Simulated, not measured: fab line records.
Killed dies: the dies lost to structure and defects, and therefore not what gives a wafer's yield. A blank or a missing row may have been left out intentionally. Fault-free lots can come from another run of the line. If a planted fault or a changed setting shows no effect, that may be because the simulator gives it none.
fab line records || flow rit_cmos
record {"lots": 13, "wafers": 39, "last_day": 7}
route steps=202 shown SPACER@128
lots with no fault: from the same line, run without faults
start_h: hours from the record's first day to the start of the lot's first wafer shown || wait_h: time in hours since the lot's previous step || " unchanged from the row above || L1.1+2: one row covering several wafers at once || - no value, or no start was given || * or withheld: withheld || < > ~ a bound
route shown NAME@n: NAME is a module with steps in the file, n the number in the route of the first one || usual: the fault-free wafers' mean and standard deviation || same: alike in all rows || chamber/n: place in a boat || sites: readings site by site || _std_site: the values' standard deviation || _edge_site: inner sites' mean taken away from outer sites' mean || radius_mm: for every site, how far away it sits from the centre of the wafer || mask NAME#n: copy n || behind: tool/chamber where the wafer was last shaped || hold: why the lot was held/for how many hours/how that ended || device: the transistor (n, p or np) that didn't switch || end of line: the tests these same wafers got at the end of their route || step lacking rows: just its recipe || killed: dies lost to structure and defects at the first sort, not the wafer's yield || map: a wafer's dies, marking killed ones x, the rest . and places with no die _
set.NAME: the run value of the setting; set.NAME@STEP: its run value at that earlier step || model.NAME: the simulator's own value behind a step, which no gauge read
steps of the route over a sample of lots; a table a step, a row a wafer
services: the hour from which a tool's chamber was out of use, counted from the record's first day as start_h (under 0 if before that day), plus the number of hours and why
## steps
# step RIT_SPACER_CVD_03
# recipe {"material": "Si3N4", "target_thk_nm": 250, "temp_c": 810, "precursor": "SiH2Cl2/NH3", "time_s": 3300, "pressure_mtorr": 300, "sih2cl2_flow_sccm": 60, "nh3_flow_sccm": 150}
# usual {"nh3_flow_sccm": "150.1/0.38", "pressure_mtorr": "300.0/0.61", "zone_power_centre_pct": "39.3/1.8"}
# same {"time_s": 3300}
{"lot.wafer": "L582.2", "tool": "lpcvd-02", "chamber": 0, "start_h": 45.03, "wait_h": 0.0, "nh3_flow_sccm": 150.2, "pressure_mtorr": 300.7, "zone_power_centre_pct": 40.8}
{"lot.wafer": "L582.3", "tool": "lpcvd-02", "chamber": 0, "start_h": 45.03, "wait_h": 0.0, "nh3_flow_sccm": 150.0, "pressure_mtorr": 300.8, "zone_power_centre_pct": 41.0}
{"lot.wafer": "L582.6", "tool": "lpcvd-02", "chamber": 0, "start_h": 45.03, "wait_h": 0.0, "nh3_flow_sccm": 149.7, "pressure_mtorr": 301.2, "zone_power_centre_pct": 40.7}
{"lot.wafer": "L583.3", "tool": "lpcvd-02", "chamber": 0, "start_h": 50.37, "wait_h": 0.0, "nh3_flow_sccm": 149.9, "pressure_mtorr": 300.0, "zone_power_centre_pct": 40.9}
{"lot.wafer": "L583.5", "tool": "lpcvd-02", "chamber": 0, "start_h": 50.37, "wait_h": 0.0, "nh3_flow_sccm": 150.5, "pressure_mtorr": 299.5, "zone_power_centre_pct": 40.4}
{"lot.wafer": "L583.6", "tool": "lpcvd-02", "chamber": 0, "start_h": 50.37, "wait_h": 0.0, "nh3_flow_sccm": 150.2, "pressure_mtorr": 299.9, "zone_power_centre_pct": 41.4}
{"lot.wafer": "L584.2", "tool": "lpcvd-01", "chamber": 0, "start_h": 56.79, "wait_h": 0.0, "nh3_flow_sccm": 149.3, "pressure_mtorr": 300.2, "zone_power_centre_pct": 36.5}
{"lot.wafer": "L584.3", "tool": "lpcvd-01", "chamber": 0, "start_h": 56.79, "wait_h": 0.0, "nh3_flow_sccm": 149.7, "pressure_mtorr": 300.5, "zone_power_centre_pct": 36.3}
{"lot.wafer": "L584.5", "tool": "lpcvd-01", "chamber": 0, "start_h": 56.79, "wait_h": 0.0, "nh3_flow_sccm": 149.4, "pressure_mtorr": 300.3, "zone_power_centre_pct": 36.9}
{"lot.wafer": "L585.2", "tool": "lpcvd-01", "chamber": 0, "start_h": 59.46, "wait_h": 0.0, "nh3_flow_sccm": 150.0, "pressure_mtorr": 299.7, "zone_power_centre_pct": 36.5}
{"lot.wafer": "L585.3", "tool": "lpcvd-01", "chamber": 0, "start_h": 59.46, "wait_h": 0.0, "nh3_flow_sccm": 149.8, "pressure_mtorr": 299.3, "zone_power_centre_pct": 36.7}
{"lot.wafer": "L585.5", "tool": "lpcvd-01", "chamber": 0, "start_h": 59.46, "wait_h": 0.0, "nh3_flow_sccm": 149.9, "pressure_mtorr": 299.4, "zone_power_centre_pct": 36.5}
{"lot.wafer": "L587.1", "tool": "lpcvd-01", "chamber": 0, "start_h": 69.46, "wait_h": 0.0, "nh3_flow_sccm": 150.1, "pressure_mtorr": 300.1, "zone_power_centre_pct": 36.1}
{"lot.wafer": "L587.5", "tool": "lpcvd-01", "chamber": 0, "start_h": 69.46, "wait_h": 0.0, "nh3_flow_sccm": 149.9, "pressure_mtorr": 299.0, "zone_power_centre_pct": 36.8}
{"lot.wafer": "L587.6", "tool": "lpcvd-01", "chamber": 0, "start_h": 69.46, "wait_h": 0.0, "nh3_flow_sccm": 149.3, "pressure_mtorr": 300.3, "zone_power_centre_pct": 36.4}
{"lot.wafer": "L588.2", "tool": "lpcvd-02", "chamber": 0, "start_h": 73.85, "wait_h": 0.0, "nh3_flow_sccm": 150.5, "pressure_mtorr": 300.1, "zone_power_centre_pct": 41.1}
{"lot.wafer": "L588.5", "tool": "lpcvd-02", "chamber": 0, "start_h": 73.85, "wait_h": 0.0, "nh3_flow_sccm": 150.1, "pressure_mtorr": 299.9, "zone_power_centre_pct": 40.7}
{"lot.wafer": "L588.6", "tool": "lpcvd-02", "chamber": 0, "start_h": 73.85, "wait_h": 0.0, "nh3_flow_sccm": 151.0, "pressure_mtorr": 300.5, "zone_power_centre_pct": 40.5}
{"lot.wafer": "L589.4", "tool": "lpcvd-02", "chamber": 0, "start_h": 80.10, "wait_h": 0.0, "nh3_flow_sccm": 150.0, "pressure_mtorr": 300.4, "zone_power_centre_pct": 41.0}
{"lot.wafer": "L589.5", "tool": "lpcvd-02", "chamber": 0, "start_h": 80.10, "wait_h": 0.0, "nh3_flow_sccm": 149.5, "pressure_mtorr": 299.6, "zone_power_centre_pct": 41.8}
{"lot.wafer": "L589.6", "tool": "lpcvd-02", "chamber": 0, "start_h": 80.10, "wait_h": 0.0, "nh3_flow_sccm": 150.4, "pressure_mtorr": 300.0, "zone_power_centre_pct": 41.5}
{"lot.wafer": "L591.1", "tool": "lpcvd-01", "chamber": 0, "start_h": 90.09, "wait_h": 0.0, "nh3_flow_sccm": 150.5, "pressure_mtorr": 299.7, "zone_power_centre_pct": 36.7}
{"lot.wafer": "L591.2", "tool": "lpcvd-01", "chamber": 0, "start_h": 90.09, "wait_h": 0.0, "nh3_flow_sccm": 150.9, "pressure_mtorr": 300.8, "zone_power_centre_pct": 36.9}
{"lot.wafer": "L591.4", "tool": "lpcvd-01", "chamber": 0, "start_h": 90.09, "wait_h": 0.0, "nh3_flow_sccm": 149.7, "pressure_mtorr": 300.5, "zone_power_centre_pct": 36.4}
{"lot.wafer": "L592.1", "tool": "lpcvd-02", "chamber": 1, "start_h": 94.03, "wait_h": 0.0, "nh3_flow_sccm": 150.3, "pressure_mtorr": 301.4, "zone_power_centre_pct": 40.3}
{"lot.wafer": "L592.3", "tool": "lpcvd-02", "chamber": 1, "start_h": 94.03, "wait_h": 0.0, "nh3_flow_sccm": 150.4, "pressure_mtorr": 301.2, "zone_power_centre_pct": 41.1}
{"lot.wafer": "L592.6", "tool": "lpcvd-02", "chamber": 1, "start_h": 94.03, "wait_h": 0.0, "nh3_flow_sccm": 149.9, "pressure_mtorr": 300.4, "zone_power_centre_pct": 40.7}
{"lot.wafer": "L595.2", "tool": "lpcvd-01", "chamber": 1, "start_h": 109.62, "wait_h": 0.0, "nh3_flow_sccm": 149.8, "pressure_mtorr": 300.3, "zone_power_centre_pct": 38.4}
{"lot.wafer": "L595.3", "tool": "lpcvd-01", "chamber": 1, "start_h": 109.62, "wait_h": 0.0, "nh3_flow_sccm": 149.8, "pressure_mtorr": 299.8, "zone_power_centre_pct": 38.5}
{"lot.wafer": "L595.5", "tool": "lpcvd-01", "chamber": 1, "start_h": 109.62, "wait_h": 0.0, "nh3_flow_sccm": 149.4, "pressure_mtorr": 300.6, "zone_power_centre_pct": 37.7}
{"lot.wafer": "L596.1", "tool": "lpcvd-02", "chamber": 0, "start_h": 114.07, "wait_h": 0.0, "nh3_flow_sccm": 225.3, "pressure_mtorr": 300.4, "zone_power_centre_pct": 40.7}
{"lot.wafer": "L596.5", "tool": "lpcvd-02", "chamber": 0, "start_h": 114.07, "wait_h": 0.0, "nh3_flow_sccm": 225.5, "pressure_mtorr": 299.6, "zone_power_centre_pct": 41.6}
{"lot.wafer": "L596.6", "tool": "lpcvd-02", "chamber": 0, "start_h": 114.07, "wait_h": 0.0, "nh3_flow_sccm": 225.3, "pressure_mtorr": 299.7, "zone_power_centre_pct": 40.6}
{"lot.wafer": "L601.1", "tool": "lpcvd-01", "chamber": 1, "start_h": 138.13, "wait_h": 0.0, "nh3_flow_sccm": 150.3, "pressure_mtorr": 300.3, "zone_power_centre_pct": 38.3}
{"lot.wafer": "L601.3", "tool": "lpcvd-01", "chamber": 1, "start_h": 138.13, "wait_h": 0.0, "nh3_flow_sccm": 150.5, "pressure_mtorr": 299.1, "zone_power_centre_pct": 38.7}
{"lot.wafer": "L601.5", "tool": "lpcvd-01", "chamber": 1, "start_h": 138.13, "wait_h": 0.0, "nh3_flow_sccm": 150.1, "pressure_mtorr": 299.4, "zone_power_centre_pct": 38.7}
{"lot.wafer": "L605.1", "tool": "lpcvd-01", "chamber": 1, "start_h": 161.37, "wait_h": 1.5, "nh3_flow_sccm": 150.4, "pressure_mtorr": 300.4, "zone_power_centre_pct": 37.5}
{"lot.wafer": "L605.3", "tool": "lpcvd-01", "chamber": 1, "start_h": 161.37, "wait_h": 1.5, "nh3_flow_sccm": 150.5, "pressure_mtorr": 300.6, "zone_power_centre_pct": 37.9}
{"lot.wafer": "L605.5", "tool": "lpcvd-01", "chamber": 1, "start_h": 161.37, "wait_h": 1.5, "nh3_flow_sccm": 150.3, "pressure_mtorr": 300.0, "zone_power_centre_pct": 37.6}
# step RIT_SPACER_THK_MEAS_04
# recipe {"reads": "Si3N4_of_SPACER_CVD_03"}
# usual {"SPACER_NITRIDE_THK": "249.1/2.9"}
{"lot.wafer": "L582.2", "tool": "film_metro-02", "chamber": "-", "start_h": 46.95, "wait_h": 0.0, "SPACER_NITRIDE_THK[nm]": 248.5}
{"lot.wafer": "L582.3", "tool": "film_metro-02", "chamber": "-", "start_h": 46.95, "wait_h": 0.0, "SPACER_NITRIDE_THK[nm]": 249.2}
{"lot.wafer": "L582.6", "tool": "film_metro-02", "chamber": "-", "start_h": 46.95, "wait_h": 0.0, "SPACER_NITRIDE_THK[nm]": 247.8}
{"lot.wafer": "L583.3", "tool": "film_metro-01", "chamber": "-", "start_h": 52.31, "wait_h": 0.0, "SPACER_NITRIDE_THK[nm]": 251.2}
{"lot.wafer": "L583.5", "tool": "film_metro-01", "chamber": "-", "start_h": 52.31, "wait_h": 0.0, "SPACER_NITRIDE_THK[nm]": 253.1}
{"lot.wafer": "L583.6", "tool": "film_metro-01", "chamber": "-", "start_h": 52.31, "wait_h": 0.0, "SPACER_NITRIDE_THK[nm]": 251.0}
{"lot.wafer": "L584.2", "tool": "film_metro-04", "chamber": "-", "start_h": 58.71, "wait_h": 0.0, "SPACER_NITRIDE_THK[nm]": 247.6}
{"lot.wafer": "L584.3", "tool": "film_metro-04", "chamber": "-", "start_h": 58.71, "wait_h": 0.0, "SPACER_NITRIDE_THK[nm]": 245.9}
{"lot.wafer": "L584.5", "tool": "film_metro-04", "chamber": "-", "start_h": 58.71, "wait_h": 0.0, "SPACER_NITRIDE_THK[nm]": 246.0}
{"lot.wafer": "L585.2", "tool": "film_metro-04", "chamber": "-", "start_h": 61.39, "wait_h": 0.0, "SPACER_NITRIDE_THK[nm]": 248.9}
{"lot.wafer": "L585.3", "tool": "film_metro-04", "chamber": "-", "start_h": 61.39, "wait_h": 0.0, "SPACER_NITRIDE_THK[nm]": 248.7}
{"lot.wafer": "L585.5", "tool": "film_metro-04", "chamber": "-", "start_h": 61.39, "wait_h": 0.0, "SPACER_NITRIDE_THK[nm]": 249.2}
{"lot.wafer": "L587.1", "tool": "film_metro-02", "chamber": "-", "start_h": 71.38, "wait_h": 0.0, "SPACER_NITRIDE_THK[nm]": 245.0}
{"lot.wafer": "L587.5", "tool": "film_metro-02", "chamber": "-", "start_h": 71.38, "wait_h": 0.0, "SPACER_NITRIDE_THK[nm]": 247.8}
{"lot.wafer": "L587.6", "tool": "film_metro-02", "chamber": "-", "start_h": 71.38, "wait_h": 0.0, "SPACER_NITRIDE_THK[nm]": 242.0}
{"lot.wafer": "L588.2", "tool": "film_metro-02", "chamber": "-", "start_h": 75.78, "wait_h": 0.0, "SPACER_NITRIDE_THK[nm]": 249.0}
{"lot.wafer": "L588.5", "tool": "film_metro-02", "chamber": "-", "start_h": 75.78, "wait_h": 0.0, "SPACER_NITRIDE_THK[nm]": 249.3}
{"lot.wafer": "L588.6", "tool": "film_metro-02", "chamber": "-", "start_h": 75.78, "wait_h": 0.0, "SPACER_NITRIDE_THK[nm]": 248.9}
{"lot.wafer": "L589.4", "tool": "film_metro-02", "chamber": "-", "start_h": 82.04, "wait_h": 0.0, "SPACER_NITRIDE_THK[nm]": 248.3}
{"lot.wafer": "L589.5", "tool": "film_metro-02", "chamber": "-", "start_h": 82.04, "wait_h": 0.0, "SPACER_NITRIDE_THK[nm]": 248.9}
{"lot.wafer": "L589.6", "tool": "film_metro-02", "chamber": "-", "start_h": 82.04, "wait_h": 0.0, "SPACER_NITRIDE_THK[nm]": 246.7}
{"lot.wafer": "L591.1", "tool": "film_metro-04", "chamber": "-", "start_h": 92.01, "wait_h": 0.0, "SPACER_NITRIDE_THK[nm]": 248.6}
{"lot.wafer": "L591.2", "tool": "film_metro-04", "chamber": "-", "start_h": 92.01, "wait_h": 0.0, "SPACER_NITRIDE_THK[nm]": 248.3}
{"lot.wafer": "L591.4", "tool": "film_metro-04", "chamber": "-", "start_h": 92.01, "wait_h": 0.0, "SPACER_NITRIDE_THK[nm]": 247.3}
{"lot.wafer": "L592.1", "tool": "film_metro-02", "chamber": "-", "start_h": 95.95, "wait_h": 0.0, "SPACER_NITRIDE_THK[nm]": 253.2}
{"lot.wafer": "L592.3", "tool": "film_metro-02", "chamber": "-", "start_h": 95.95, "wait_h": 0.0, "SPACER_NITRIDE_THK[nm]": 252.3}
{"lot.wafer": "L592.6", "tool": "film_metro-02", "chamber": "-", "start_h": 95.95, "wait_h": 0.0, "SPACER_NITRIDE_THK[nm]": 251.1}
{"lot.wafer": "L595.2", "tool": "film_metro-01", "chamber": "-", "start_h": 111.55, "wait_h": 0.0, "SPACER_NITRIDE_THK[nm]": 247.2}
{"lot.wafer": "L595.3", "tool": "film_metro-01", "chamber": "-", "start_h": 111.55, "wait_h": 0.0, "SPACER_NITRIDE_THK[nm]": 247.5}
{"lot.wafer": "L595.5", "tool": "film_metro-01", "chamber": "-", "start_h": 111.55, "wait_h": 0.0, "SPACER_NITRIDE_THK[nm]": 247.7}
{"lot.wafer": "L596.1", "tool": "film_metro-02", "chamber": "-", "start_h": 115.99, "wait_h": 0.0, "SPACER_NITRIDE_THK[nm]": 340.1}
{"lot.wafer": "L596.5", "tool": "film_metro-02", "chamber": "-", "start_h": 115.99, "wait_h": 0.0, "SPACER_NITRIDE_THK[nm]": 340.0}
{"lot.wafer": "L596.6", "tool": "film_metro-02", "chamber": "-", "start_h": 115.99, "wait_h": 0.0, "SPACER_NITRIDE_THK[nm]": 338.6}
{"lot.wafer": "L601.1", "tool": "film_metro-02", "chamber": "-", "start_h": 140.05, "wait_h": 0.0, "SPACER_NITRIDE_THK[nm]": 247.1}
{"lot.wafer": "L601.3", "tool": "film_metro-02", "chamber": "-", "start_h": 140.05, "wait_h": 0.0, "SPACER_NITRIDE_THK[nm]": 250.1}
{"lot.wafer": "L601.5", "tool": "film_metro-02", "chamber": "-", "start_h": 140.05, "wait_h": 0.0, "SPACER_NITRIDE_THK[nm]": 249.5}
{"lot.wafer": "L605.1", "tool": "film_metro-04", "chamber": "-", "start_h": 163.29, "wait_h": 0.0, "SPACER_NITRIDE_THK[nm]": 243.8}
{"lot.wafer": "L605.3", "tool": "film_metro-04", "chamber": "-", "start_h": 163.29, "wait_h": 0.0, "SPACER_NITRIDE_THK[nm]": 244.8}
{"lot.wafer": "L605.5", "tool": "film_metro-04", "chamber": "-", "start_h": 163.29, "wait_h": 0.0, "SPACER_NITRIDE_THK[nm]": 243.3}
# step RIT_SPACER_ETCHBACK_05
# recipe {"target_depth_a": 2500, "SF6_flow_sccm": 30, "CHF3_flow_sccm": 30, "target": "Si3N4", "chemistry": "SF6/CHF3", "pressure_mtorr": 40, "rf_w": 250, "time_s": 240, "stop_on": "SiO2"}
# usual {"drypump_motor_current_A": "5.82/0.29", "oes_product_au": "0.846/0.017", "throttle_valve_pct": "10.18/0.12"}
# same {"time_s": 240}
{"lot.wafer": "L582.2", "tool": "rie_diel-04", "chamber": 3, "start_h": 47.00, "wait_h": 0.0, "drypump_motor_current_A": 5.82, "oes_product_au": 0.869, "rf_hours_counter_h": 59, "throttle_valve_pct": 10.19}
{"lot.wafer": "L582.3", "tool": "rie_diel-04", "chamber": 2, "start_h": 47.00, "wait_h": 0.0, "drypump_motor_current_A": 5.67, "oes_product_au": 0.861, "rf_hours_counter_h": 108, "throttle_valve_pct": 10.18}
{"lot.wafer": "L582.6", "tool": "rie_diel-04", "chamber": 2, "start_h": 47.00, "wait_h": 0.0, "drypump_motor_current_A": 5.68, "oes_product_au": 0.854, "rf_hours_counter_h": "-", "throttle_valve_pct": 10.18}
{"lot.wafer": "L583.3", "tool": "rie_diel-01", "chamber": 1, "start_h": 52.35, "wait_h": 0.0, "drypump_motor_current_A": 5.63, "oes_product_au": 0.832, "rf_hours_counter_h": 143, "throttle_valve_pct": 10.16}
{"lot.wafer": "L583.5", "tool": "rie_diel-01", "chamber": 0, "start_h": 52.35, "wait_h": 0.0, "drypump_motor_current_A": 5.71, "oes_product_au": 0.856, "rf_hours_counter_h": "-", "throttle_valve_pct": 9.97}
{"lot.wafer": "L583.6", "tool": "rie_diel-01", "chamber": 3, "start_h": 52.35, "wait_h": 0.0, "drypump_motor_current_A": 6.40, "oes_product_au": 0.830, "rf_hours_counter_h": "-", "throttle_valve_pct": 10.10}
{"lot.wafer": "L584.2", "tool": "rie_diel-02", "chamber": 3, "start_h": 58.76, "wait_h": 0.0, "drypump_motor_current_A": 5.46, "oes_product_au": 0.861, "rf_hours_counter_h": 97, "throttle_valve_pct": 10.40}
{"lot.wafer": "L584.3", "tool": "rie_diel-02", "chamber": 2, "start_h": 58.76, "wait_h": 0.0, "drypump_motor_current_A": 5.48, "oes_product_au": 0.812, "rf_hours_counter_h": 147, "throttle_valve_pct": 10.17}
{"lot.wafer": "L584.5", "tool": "rie_diel-02", "chamber": 1, "start_h": 58.76, "wait_h": 0.0, "drypump_motor_current_A": 5.81, "oes_product_au": 0.834, "rf_hours_counter_h": "-", "throttle_valve_pct": 9.96}
{"lot.wafer": "L585.2", "tool": "rie_diel-04", "chamber": 2, "start_h": 61.44, "wait_h": 0.0, "drypump_motor_current_A": 5.64, "oes_product_au": 0.864, "rf_hours_counter_h": 108, "throttle_valve_pct": 10.18}
{"lot.wafer": "L585.3", "tool": "rie_diel-04", "chamber": 0, "start_h": 61.44, "wait_h": 0.0, "drypump_motor_current_A": 5.86, "oes_product_au": 0.853, "rf_hours_counter_h": 121, "throttle_valve_pct": 10.29}
{"lot.wafer": "L585.5", "tool": "rie_diel-04", "chamber": 1, "start_h": 61.44, "wait_h": 0.0, "drypump_motor_current_A": 6.14, "oes_product_au": 0.841, "rf_hours_counter_h": "-", "throttle_valve_pct": 10.32}
{"lot.wafer": "L587.1", "tool": "rie_diel-01", "chamber": 1, "start_h": 71.44, "wait_h": 0.1, "drypump_motor_current_A": 5.68, "oes_product_au": 0.822, "rf_hours_counter_h": 143, "throttle_valve_pct": 10.16}
{"lot.wafer": "L587.5", "tool": "rie_diel-01", "chamber": 0, "start_h": 71.44, "wait_h": 0.1, "drypump_motor_current_A": 5.68, "oes_product_au": 0.847, "rf_hours_counter_h": "-", "throttle_valve_pct": 9.96}
{"lot.wafer": "L587.6", "tool": "rie_diel-01", "chamber": 3, "start_h": 71.44, "wait_h": 0.1, "drypump_motor_current_A": 6.39, "oes_product_au": 0.807, "rf_hours_counter_h": "-", "throttle_valve_pct": 10.09}
{"lot.wafer": "L588.2", "tool": "rie_diel-04", "chamber": 2, "start_h": 75.83, "wait_h": 0.0, "drypump_motor_current_A": 5.64, "oes_product_au": 0.850, "rf_hours_counter_h": 108, "throttle_valve_pct": 10.18}
{"lot.wafer": "L588.5", "tool": "rie_diel-04", "chamber": 3, "start_h": 75.83, "wait_h": 0.0, "drypump_motor_current_A": 5.77, "oes_product_au": 0.865, "rf_hours_counter_h": "-", "throttle_valve_pct": 10.20}
{"lot.wafer": "L588.6", "tool": "rie_diel-04", "chamber": 0, "start_h": 75.83, "wait_h": 0.0, "drypump_motor_current_A": 5.85, "oes_product_au": 0.852, "rf_hours_counter_h": "-", "throttle_valve_pct": 10.31}
{"lot.wafer": "L589.4", "tool": "rie_diel-04", "chamber": 1, "start_h": 82.15, "wait_h": 0.1, "drypump_motor_current_A": 6.17, "oes_product_au": 0.837, "rf_hours_counter_h": "-", "throttle_valve_pct": 10.30}
{"lot.wafer": "L589.5", "tool": "rie_diel-04", "chamber": 0, "start_h": 82.15, "wait_h": 0.1, "drypump_motor_current_A": 5.87, "oes_product_au": 0.848, "rf_hours_counter_h": "-", "throttle_valve_pct": 10.31}
{"lot.wafer": "L589.6", "tool": "rie_diel-04", "chamber": 3, "start_h": 82.15, "wait_h": 0.1, "drypump_motor_current_A": 5.78, "oes_product_au": 0.859, "rf_hours_counter_h": "-", "throttle_valve_pct": 10.16}
{"lot.wafer": "L591.1", "tool": "rie_diel-02", "chamber": 1, "start_h": 92.07, "wait_h": 0.1, "drypump_motor_current_A": 5.84, "oes_product_au": 0.850, "rf_hours_counter_h": 54, "throttle_valve_pct": 9.98}
{"lot.wafer": "L591.2", "tool": "rie_diel-02", "chamber": 0, "start_h": 92.07, "wait_h": 0.1, "drypump_motor_current_A": 6.42, "oes_product_au": 0.840, "rf_hours_counter_h": 139, "throttle_valve_pct": 10.18}
{"lot.wafer": "L591.4", "tool": "rie_diel-02", "chamber": 3, "start_h": 92.07, "wait_h": 0.1, "drypump_motor_current_A": 5.48, "oes_product_au": 0.850, "rf_hours_counter_h": 97, "throttle_valve_pct": 10.41}
{"lot.wafer": "L592.1", "tool": "rie_diel-04", "chamber": 0, "start_h": 96.01, "wait_h": 0.1, "drypump_motor_current_A": 5.87, "oes_product_au": 0.859, "rf_hours_counter_h": 122, "throttle_valve_pct": 10.29}
{"lot.wafer": "L592.3", "tool": "rie_diel-04", "chamber": 1, "start_h": 96.01, "wait_h": 0.1, "drypump_motor_current_A": 6.14, "oes_product_au": 0.849, "rf_hours_counter_h": 116, "throttle_valve_pct": 10.32}
{"lot.wafer": "L592.6", "tool": "rie_diel-04", "chamber": 2, "start_h": 96.01, "wait_h": 0.1, "drypump_motor_current_A": 5.65, "oes_product_au": 0.861, "rf_hours_counter_h": "-", "throttle_valve_pct": 10.19}
{"lot.wafer": "L595.2", "tool": "rie_diel-04", "chamber": 1, "start_h": 111.60, "wait_h": 0.0, "drypump_motor_current_A": 6.13, "oes_product_au": 0.836, "rf_hours_counter_h": 116, "throttle_valve_pct": 10.31}
{"lot.wafer": "L595.3", "tool": "rie_diel-04", "chamber": 2, "start_h": 111.60, "wait_h": 0.0, "drypump_motor_current_A": 5.64, "oes_product_au": 0.846, "rf_hours_counter_h": 109, "throttle_valve_pct": 10.17}
{"lot.wafer": "L595.5", "tool": "rie_diel-04", "chamber": 0, "start_h": 111.60, "wait_h": 0.0, "drypump_motor_current_A": 5.86, "oes_product_au": 0.842, "rf_hours_counter_h": "-", "throttle_valve_pct": 10.30}
{"lot.wafer": "L596.1", "tool": "rie_diel-01", "chamber": 0, "start_h": 116.05, "wait_h": 0.1, "drypump_motor_current_A": 5.69, "oes_product_au": 1.010, "rf_hours_counter_h": 115, "throttle_valve_pct": 10.01}
{"lot.wafer": "L596.5", "tool": "rie_diel-01", "chamber": 1, "start_h": 116.05, "wait_h": 0.1, "drypump_motor_current_A": 5.66, "oes_product_au": 0.959, "rf_hours_counter_h": "-", "throttle_valve_pct": 10.21}
{"lot.wafer": "L596.6", "tool": "rie_diel-01", "chamber": 0, "start_h": 116.05, "wait_h": 0.1, "drypump_motor_current_A": 5.67, "oes_product_au": 1.016, "rf_hours_counter_h": "-", "throttle_valve_pct": 10.02}
{"lot.wafer": "L601.1", "tool": "rie_diel-04", "chamber": 1, "start_h": 140.11, "wait_h": 0.1, "drypump_motor_current_A": 6.13, "oes_product_au": 0.841, "rf_hours_counter_h": 117, "throttle_valve_pct": 10.32}
{"lot.wafer": "L601.3", "tool": "rie_diel-04", "chamber": 0, "start_h": 140.11, "wait_h": 0.1, "drypump_motor_current_A": 5.88, "oes_product_au": 0.855, "rf_hours_counter_h": 123, "throttle_valve_pct": 10.29}
{"lot.wafer": "L601.5", "tool": "rie_diel-04", "chamber": 0, "start_h": 140.11, "wait_h": 0.1, "drypump_motor_current_A": 5.87, "oes_product_au": 0.851, "rf_hours_counter_h": "-", "throttle_valve_pct": 10.28}
{"lot.wafer": "L605.1", "tool": "rie_diel-04", "chamber": 0, "start_h": 163.35, "wait_h": 0.1, "drypump_motor_current_A": 5.87, "oes_product_au": 0.840, "rf_hours_counter_h": 123, "throttle_valve_pct": 10.31}
{"lot.wafer": "L605.3", "tool": "rie_diel-04", "chamber": 2, "start_h": 163.35, "wait_h": 0.1, "drypump_motor_current_A": 5.67, "oes_product_au": 0.844, "rf_hours_counter_h": 110, "throttle_valve_pct": 10.17}
{"lot.wafer": "L605.5", "tool": "rie_diel-04", "chamber": 1, "start_h": 163.35, "wait_h": 0.1, "drypump_motor_current_A": 6.16, "oes_product_au": 0.817, "rf_hours_counter_h": "-", "throttle_valve_pct": 10.31}
## services
{"tool": "rie_diel-04", "chamber": "-", "start_h": 28.55, "hours": 2.8, "kind": "pm"}
{"tool": "rie_diel-01", "chamber": 0, "start_h": 35.39, "hours": 15.6, "kind": "repair"}
{"tool": "rie_diel-02", "chamber": 2, "start_h": 48.25, "hours": 9.4, "kind": "repair"}
{"tool": "rie_diel-02", "chamber": "-", "start_h": 62.39, "hours": 2.6, "kind": "repair"}
{"tool": "rie_diel-01", "chamber": "-", "start_h": 73.55, "hours": 2.8, "kind": "pm"}
{"tool": "rie_diel-04", "chamber": 2, "start_h": 81.07, "hours": 4.4, "kind": "repair"}
{"tool": "rie_diel-04", "chamber": "-", "start_h": 103.65, "hours": 0.6, "kind": "repair"}
{"tool": "rie_diel-01", "chamber": 2, "start_h": 137.30, "hours": 2.8, "kind": "repair"}
{"tool": "rie_diel-02", "chamber": 0, "start_h": 144.55, "hours": 7.6, "kind": "repair"}
{"tool": "rie_diel-02", "chamber": 2, "start_h": 157.11, "hours": "-", "kind": "clean"}
{"tool": "rie_diel-02", "chamber": 2, "start_h": 157.11, "hours": 11.8, "kind": "scheduled_down"}
{"tool": "rie_diel-02", "chamber": 2, "start_h": 157.11, "hours": 11.8, "kind": "vent_cycle"}
{"tool": "lpcvd-02", "chamber": "-", "start_h": 158.41, "hours": 4.3, "kind": "repair"}
{"tool": "rie_diel-04", "chamber": 3, "start_h": 162.05, "hours": 5.1, "kind": "repair"}
## key
first_sign {"step": "RIT_SPACER_CVD_03", "reading": "nh3_flow_sccm", "direction": "up", "sigmas": "99+", "usual": 150.1, "struck": 225.3}
effect {"step": "RIT_SPACER_THK_MEAS_04", "reading": "SPACER_NITRIDE_THK", "direction": "up", "sigmas": 31, "usual": 249.1, "struck": 339.6}
effect {"step": "RIT_SPACER_ETCHBACK_05", "reading": "oes_product_au", "direction": "up", "sigmas": 8.9, "usual": 0.846, "struck": 0.995}
met_at RIT_SPACER_CVD_03
struck_lots L596
struck_wafers L596.1,L596.5,L596.6
later_rows_left_out L596.1,L596.5,L596.6
sort_left_out L596.1,L596.5,L596.6
tester_left_out L596
onset_between 80.10 114.07
fault {"kind": "process_parameter_drift", "tool": "lpcvd-02", "chamber": 0, "onset_h": 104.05, "steps": "RIT_SPACER_CVD_03", "channel": "nh3_flow_sccm", "offset": 75, "shape": "step", "end_h": 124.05, "acts_in": "these_recipes_only", "stated": 150}
# tester_left_out: of these lots the tester's yield and bins aren't shown, on N5 and GAA mostly nor the transistor test; their killed dies are dies lost to structure and defects alone, not to doping, threshold or leakage, so they don't give the yield
# sort_left_out: the simulated sort isn't trusted on such a fault, so these wafers' sort isn't shown, and their yield isn't known
# later_rows_left_out: the simulator's readings of these wafers behind a module that went badly wrong aren't trusted and aren't shown, but for the sort
